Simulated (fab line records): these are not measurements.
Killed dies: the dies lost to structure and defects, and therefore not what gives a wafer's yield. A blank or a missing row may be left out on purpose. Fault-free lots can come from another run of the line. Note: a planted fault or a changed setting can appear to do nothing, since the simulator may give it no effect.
Which tool did it?	flow berkeley-cmos170	36 wafers from 12 lots sampled at 2 of the route's 331 steps

## WHAT THE GAUGES SHOWED, per wafer
UCB170_PWELL_THK_MEAS_03.
lot	measured	on	PWELL_OXIDE_THK (nm)
L075	day 3 00:15	film-metro-02	26.1 26.4 26.1
L077	day 3 06:43	film-metro-03	25.7 26.2 26.4
L079	day 3 22:19	film-metro-04	26.2 26.0 26.1
L081	day 4 13:50	film-metro-03	26.3 26.2 26.5
L083	day 5 04:35	film-metro-03	26.1 26.0 26.1
L085	day 5 11:40	film-metro-02	26.7 26.9 26.5
L088	day 6 01:22	film-metro-04	27.0 27.9 27.3
L089	day 6 01:21	film-metro-03	26.7 26.6 26.8
L091	day 6 08:07	film-metro-03	25.6 25.9 26.1
L093	day 6 12:48	film-metro-04	26.6 26.7 26.9
L095	day 6 23:00	film-metro-03	26.3 26.6 26.4
L097	day 7 07:50	film-metro-02	26.4 26.1 26.6

## TOOL THAT RAN EACH LOT (tool first, then ch and the chambers of the sampled wafers, then the start)
lot	UCB170_ZERO_STRIP_07
L075	plasma-asher-03 ch 0,1, day 1 23:56
L077	plasma-asher-01 ch 0,1, day 2 09:13
L079	plasma-asher-03 ch 0,1, day 2 23:03
L081	plasma-asher-03 ch 0,1, day 3 07:49
L083	plasma-asher-01 ch 0,1, day 3 18:15
L085	plasma-asher-03 ch 0,1, day 4 08:14
L088	plasma-asher-01 ch 0,1, day 4 17:53
L089	plasma-asher-04 ch 0,1, day 5 05:14
L091	plasma-asher-04 ch 0,1, day 5 10:14
L093	plasma-asher-04 ch 0,1, day 5 19:01
L095	plasma-asher-04 ch 0,1, day 6 03:18
L097	plasma-asher-04 ch 0,1, day 6 13:49
- UCB170_ZERO_STRIP_07: strips in O2.

## THE ANSWER, worked out from the rows above alone
Rule: the lots themselves supply what counts as usual. The widest of any qualifying gaps counts: lots, ordered by their means at a reading, are off when they make up no more than a third of the lots, leave a main group of 4 or more, and stand apart from it by 3 or more times the standard deviation of that group's means. A main group whose means are all the same, to the digits that the tables above print for the reading, isn't used. Also off: a lot with no number at a reading for which 4 or more lots have one. All remaining lots with rows at the step are treated as sound.
No lot is off on any of the readings shown, so nothing can be concluded from this.

## WHAT THE SIMULATOR PUT IN
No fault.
